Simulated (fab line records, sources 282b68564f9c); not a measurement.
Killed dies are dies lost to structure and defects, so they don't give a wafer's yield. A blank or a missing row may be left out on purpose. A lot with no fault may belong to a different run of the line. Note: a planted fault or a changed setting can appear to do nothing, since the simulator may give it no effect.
What tool caused it?	flow rit-cmos	14 lots, 42 wafers sampled, at 4 steps of a route of 202

## WHAT THE GAUGES READ, wafer by wafer
RIT_NRETRO_TW_MEAS_10. Usual: for NRETRO_TW the level is 1062 and the standard deviation is 11.
lot	measured	on	NRETRO_TW	flag
L319	day 2 10:39	film-metro-04	1056 1054 1060	
L320	day 2 15:53	film-metro-04	1059 1062 1057	
L321	day 2 21:31	film-metro-03	1053 1049 1052	
L326	day 3 21:28	film-metro-04	873 870 871	OFF
L327	day 4 03:25	film-metro-03	877 877 869	OFF
L330	day 4 18:40	film-metro-02	1085 1079 1079	
L331	day 4 23:16	film-metro-03	1051 1057 1064	
L334	day 5 15:32	film-metro-04	1054 1049 1046	
L336	day 6 04:52	film-metro-04	1061 1060 1056	
L337	day 6 06:51	film-metro-03	1057 1060 1051	
L338	day 6 10:08	film-metro-02	1077 1084 1079	
L339	day 6 15:47	film-metro-02	1086 1079 1081	
L340	day 6 20:35	film-metro-04	1058 1062 1062	
L341	day 7 01:01	film-metro-04	1046 1050 1048	

RIT_PLDD_TW_MEAS_10. Usual: for PLDD_TW the level is 2371 and the standard deviation is 24.
lot	measured	on	PLDD_TW	flag
L319	day 3 01:27	film-metro-03	2359 2340 2338	
L320	day 3 06:49	film-metro-02	2398 2402 2402	
L321	day 3 10:27	film-metro-04	2366 2355 2360	
L326	day 4 11:28	film-metro-02	2402 2414 2389	
L327	day 4 22:21	film-metro-04	2342 2349 2342	
L330	day 5 08:26	film-metro-02	2406 2390 2380	
L331	day 5 14:25	film-metro-04	2361 2352 2352	
L334	day 6 04:50	film-metro-02	2404 2425 2403	
L336	day 6 19:17	film-metro-04	2375 2365 2370	
L337	day 6 20:03	film-metro-04	2360 2371 2373	
L338	day 6 23:38	film-metro-04	2364 2360 2362	
L339	day 7 05:01	film-metro-02	2379 2384 2386	
L340	day 7 09:23	film-metro-03	2353 2358 2360	
L341	day 7 14:57	film-metro-02	2382 2390 2393	

## TOOL THAT RAN EACH LOT (tool first, then ch and the chambers of the sampled wafers, then the start)
lot	RIT_PWELL_STRIP_09	RIT_NRETRO_IMPLANT_08
L319	plasma-asher-03 ch 0,1, day 2 03:29	implanter-01 ch 0, day 2 10:19
L320	plasma-asher-03 ch 0,1, day 2 08:50	implanter-04 ch 0, day 2 15:34
L321	plasma-asher-04 ch 0,1, day 2 14:28	implanter-01 ch 0, day 2 21:11
L326	plasma-asher-03 ch 0,1, day 3 14:25	implanter-01 ch 0, day 3 21:08
L327	plasma-asher-03 ch 0,1, day 3 20:09	implanter-01 ch 0, day 4 03:05
L330	plasma-asher-04 ch 0,1, day 4 11:29	implanter-03 ch 0, day 4 18:20
L331	plasma-asher-03 ch 0,1, day 4 16:08	implanter-03 ch 0, day 4 22:59
L334	plasma-asher-03 ch 0,1, day 5 08:22	implanter-04 ch 0, day 5 15:13
L336	plasma-asher-03 ch 0,1, day 5 21:41	implanter-03 ch 0, day 6 04:34
L337	plasma-asher-04 ch 0,1, day 5 23:40	implanter-03 ch 0, day 6 06:32
L338	plasma-asher-04 ch 0,1, day 6 02:59	implanter-04 ch 0, day 6 09:52
L339	plasma-asher-03 ch 0,1, day 6 08:37	implanter-01 ch 0, day 6 15:28
L340	plasma-asher-04 ch 0,1, day 6 12:33	implanter-01 ch 0, day 6 20:16
L341	plasma-asher-04 ch 0,1, day 6 17:29	implanter-03 ch 0, day 7 00:41
- RIT_PWELL_STRIP_09: strips in O2, time 180 s.
- RIT_NRETRO_IMPLANT_08

## AS READ BY THE TOOLS THEMSELVES (means over the sampled wafers that have a number; for cases with no such wafer, the mark the record gives instead)
RIT_PWELL_STRIP_09. Usual: drypump-motor-current-A 5.8 A, standard deviation 0.47; rf-refl-power-W 6.8 W, standard deviation 1.2.
lot	tool	drypump-motor-current-A (A)	rf-refl-power-W (W)	flag
L319	plasma-asher-03	6.0	6.2	
L320	plasma-asher-03	5.9	7.1	
L321	plasma-asher-04	5.8	6.3	
L326	plasma-asher-03	6.0	6.6	
L327	plasma-asher-03	5.9	6.9	
L330	plasma-asher-04	5.4	7.4	
L331	plasma-asher-03	6.0	6.3	
L334	plasma-asher-03	6.0	6.2	
L336	plasma-asher-03	6.0	6.4	
L337	plasma-asher-04	5.4	7.3	
L338	plasma-asher-04	5.9	6.4	
L339	plasma-asher-03	6.0	6.3	
L340	plasma-asher-04	5.4	7.3	
L341	plasma-asher-04	5.9	6.4	

RIT_NRETRO_IMPLANT_08. Usual: beam-on-s 10.00 s, standard deviation 0.21; dose-ions-cm2 9.997e+12, standard deviation 1.1e+10; faraday-current-uA 31.7, standard deviation 0.66.
lot	tool	beam-on-s (s)	dose-ions-cm2	faraday-current-uA	flag
L319	implanter-01	9.93	1.000e+13	32.0	
L320	implanter-04	10.07	1.000e+13	31.5	
L321	implanter-01	9.85	9.991e+12	32.2	
L326	implanter-01	10.00	5.480e+12	17.5	OFF
L327	implanter-01	9.92	5.489e+12	17.5	OFF
L330	implanter-03	10.04	9.989e+12	31.6	
L331	implanter-03	10.21	9.993e+12	31.2	
L334	implanter-04	9.82	9.989e+12	32.3	
L336	implanter-03	9.99	1.000e+13	31.7	
L337	implanter-03	10.08	9.998e+12	31.4	
L338	implanter-04	9.85	1.000e+13	32.1	
L339	implanter-01	10.13	1.001e+13	31.4	
L340	implanter-01	10.11	9.995e+12	31.3	
L341	implanter-03	10.15	1.001e+13	31.3	

## THE ANSWER, worked out from the rows above alone
Rule: a lot counts as off when the mean over its wafers that have a number is more than 3 standard deviations away from the usual mean. A lot without any number at a reading at which 4 lots or more have one is off too. Any other lot the step has rows for is counted as sound. Order of review: gauges by route order, followed by the tools' own readings, for which a lot's mean as printed above is used. The first step at which some lot is off is used, and at that step the reading that is off furthest; a lot without a number counts as furthest.
Off: L326, L327, seen at RIT_NRETRO_TW_MEAS_10 (NRETRO_TW).
A tool fits if, at a process step before that reading, it ran every lot that is off, and no sound lot after the first of them. The gauges at RIT_NRETRO_TW_MEAS_10 aren't tried: what is off there is off at RIT_NRETRO_IMPLANT_08 too, on other tools, and a gauge's error can't cause that. Of those tried, none fits.

## WHAT WAS PUT IN BY THE SIMULATOR
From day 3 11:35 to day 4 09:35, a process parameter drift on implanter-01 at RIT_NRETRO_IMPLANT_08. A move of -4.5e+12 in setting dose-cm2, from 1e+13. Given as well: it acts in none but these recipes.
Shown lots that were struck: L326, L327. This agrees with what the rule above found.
